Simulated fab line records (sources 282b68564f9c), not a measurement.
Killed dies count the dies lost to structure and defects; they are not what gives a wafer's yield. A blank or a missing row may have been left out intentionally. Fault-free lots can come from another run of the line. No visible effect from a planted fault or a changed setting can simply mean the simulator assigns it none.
The tool behind it: which one? || flow ritCmos || 14 lots with 42 wafers sampled at 2 steps, on a route of 202 steps

== WHAT THE GAUGES SHOWED, per wafer ==
No reading from a measuring or inspecting step in the record can be judged against a usual standard deviation.

== WHAT TOOL EACH LOT RAN ON (gives the tool, then ch and the chambers of the sampled wafers, and finally the start) ==
{"lot": "L556", "RIT_CONTACT_SOFTBAKE_04": "lithoTrack-01 ch 0, day 3 04:17", "RIT_M1_PROBE_99": "prober-02, day 3 10:43"}
{"lot": "L557", "RIT_CONTACT_SOFTBAKE_04": "lithoTrack-04 ch 0, day 3 09:22", "RIT_M1_PROBE_99": "-"}
{"lot": "L558", "RIT_CONTACT_SOFTBAKE_04": "lithoTrack-02 ch 0, day 3 15:55", "RIT_M1_PROBE_99": "-"}
{"lot": "L560", "RIT_CONTACT_SOFTBAKE_04": "lithoTrack-01 ch 0, day 4 00:29", "RIT_M1_PROBE_99": "-"}
{"lot": "L561", "RIT_CONTACT_SOFTBAKE_04": "lithoTrack-01 ch 0, day 4 04:26", "RIT_M1_PROBE_99": "-"}
{"lot": "L563", "RIT_CONTACT_SOFTBAKE_04": "lithoTrack-01 ch 0, day 4 15:06", "RIT_M1_PROBE_99": "-"}
{"lot": "L564", "RIT_CONTACT_SOFTBAKE_04": "lithoTrack-04 ch 0, day 4 19:44", "RIT_M1_PROBE_99": "-"}
{"lot": "L565", "RIT_CONTACT_SOFTBAKE_04": "lithoTrack-02 ch 0, day 5 01:08", "RIT_M1_PROBE_99": "-"}
{"lot": "L566", "RIT_CONTACT_SOFTBAKE_04": "lithoTrack-02 ch 0, day 5 04:58", "RIT_M1_PROBE_99": "-"}
{"lot": "L568", "RIT_CONTACT_SOFTBAKE_04": "lithoTrack-04 ch 0, day 5 14:10", "RIT_M1_PROBE_99": "prober-02, day 5 20:16"}
{"lot": "L570", "RIT_CONTACT_SOFTBAKE_04": "lithoTrack-01 ch 0, day 6 01:02", "RIT_M1_PROBE_99": "-"}
{"lot": "L571", "RIT_CONTACT_SOFTBAKE_04": "lithoTrack-01 ch 0, day 6 05:22", "RIT_M1_PROBE_99": "-"}
{"lot": "L572", "RIT_CONTACT_SOFTBAKE_04": "lithoTrack-04 ch 0, day 6 10:38", "RIT_M1_PROBE_99": "-"}
{"lot": "L578", "RIT_CONTACT_SOFTBAKE_04": "lithoTrack-04 ch 0, day 7 16:31", "RIT_M1_PROBE_99": "-"}
- RIT_CONTACT_SOFTBAKE_04: time 60 s.
- RIT_M1_PROBE_99

== WHAT THE TOOLS THEMSELVES READ (means of the sampled wafers that have a number; where no wafer has one, the mark that the record gives instead) ==
RIT_CONTACT_SOFTBAKE_04.
{"lot": "L556", "tool": "lithoTrack-01", "heaterPowerTotalW (W)": 34.59, "plateTempC (C)": 89.99}
{"lot": "L557", "tool": "lithoTrack-04", "heaterPowerTotalW (W)": 34.57, "plateTempC (C)": 89.98}
{"lot": "L558", "tool": "lithoTrack-02", "heaterPowerTotalW (W)": 34.56, "plateTempC (C)": 90.11}
{"lot": "L560", "tool": "lithoTrack-01", "heaterPowerTotalW (W)": 34.55, "plateTempC (C)": 90.03}
{"lot": "L561", "tool": "lithoTrack-01", "heaterPowerTotalW (W)": 34.54, "plateTempC (C)": 90.15}
{"lot": "L563", "tool": "lithoTrack-01", "heaterPowerTotalW (W)": 34.56, "plateTempC (C)": 90.12}
{"lot": "L564", "tool": "lithoTrack-04", "heaterPowerTotalW (W)": 34.58, "plateTempC (C)": 90.07}
{"lot": "L565", "tool": "lithoTrack-02", "heaterPowerTotalW (W)": 34.61, "plateTempC (C)": 89.94}
{"lot": "L566", "tool": "lithoTrack-02", "heaterPowerTotalW (W)": 34.56, "plateTempC (C)": 90.17}
{"lot": "L568", "tool": "lithoTrack-04", "heaterPowerTotalW (W)": 34.59, "plateTempC (C)": 89.85}
{"lot": "L570", "tool": "lithoTrack-01", "heaterPowerTotalW (W)": 34.57, "plateTempC (C)": 90.00}
{"lot": "L571", "tool": "lithoTrack-01", "heaterPowerTotalW (W)": 34.48, "plateTempC (C)": 90.10}
{"lot": "L572", "tool": "lithoTrack-04", "heaterPowerTotalW (W)": 33.21, "plateTempC (C)": 87.28}
{"lot": "L578", "tool": "lithoTrack-04", "heaterPowerTotalW (W)": 33.24, "plateTempC (C)": 87.59}

RIT_M1_PROBE_99.
{"lot": "L556", "tool": "prober-02", "killed_at_M0_to_M3": 0.0, "killedAtContacts": 0.0, "killedAtFrontEnd": 9, "killedDies": 9, "killedOpen": 5.3, "killedShort": 3.3}
{"lot": "L568", "tool": "prober-02", "killed_at_M0_to_M3": 0.0, "killedAtContacts": 0.0, "killedAtFrontEnd": 5, "killedDies": 5, "killedOpen": 3.0, "killedShort": 2.0}

== THE ANSWER, worked out from the rows above alone ==
Rule: the lots themselves supply what counts as usual. Put in order of their means at a reading, lots are off if they are a third of the lots or fewer, leave a main group of 4 or more, and stand apart from it by a gap of 3 or more times the standard deviation of the main group's means; of several such gaps the widest counts. If all means in a main group match to the digits the tables above print for the reading, that group is not used. A lot without any number at a reading at which 4 lots or more have one is off too. All remaining lots with rows at the step are treated as sound. The gauges are gone through in route order, then the tools' own readings, and for those a lot's mean is taken as printed above. The first step at which some lot is off is used, and at that step the reading that is off furthest; a lot without a number counts as furthest.
Off: L572, L578, at RIT_CONTACT_SOFTBAKE_04 (heaterPowerTotalW). Mean 34.56 W and standard deviation 0.031 in the main group.
If a tool, at that step or one of the process steps before it, ran each lot that is off and ran no sound lot following the first of them, it fits. One fits: lithoTrack-04 at RIT_CONTACT_SOFTBAKE_04. Its last sound lot is L568 (day 5 14:10), its first lot that is off L572 (day 6 10:38): a fault that began between those two fits.
The tool's own readings at RIT_CONTACT_SOFTBAKE_04 bear it out: on the lots that are off they differ by more than 5 times the standard deviation of the sound lots' means. heaterPowerTotalW reads 33.23 W there against 34.56 W on the sound lots; plateTempC reads 87.44 C there against 90.04 C on the sound lots.

== WHAT WAS PUT IN BY THE SIMULATOR ==
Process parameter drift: lithoTrack-04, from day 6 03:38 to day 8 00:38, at RIT_CONTACT_SOFTBAKE_04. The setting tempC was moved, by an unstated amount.
Struck lots among those shown: L572, L578. The rule above found the same.
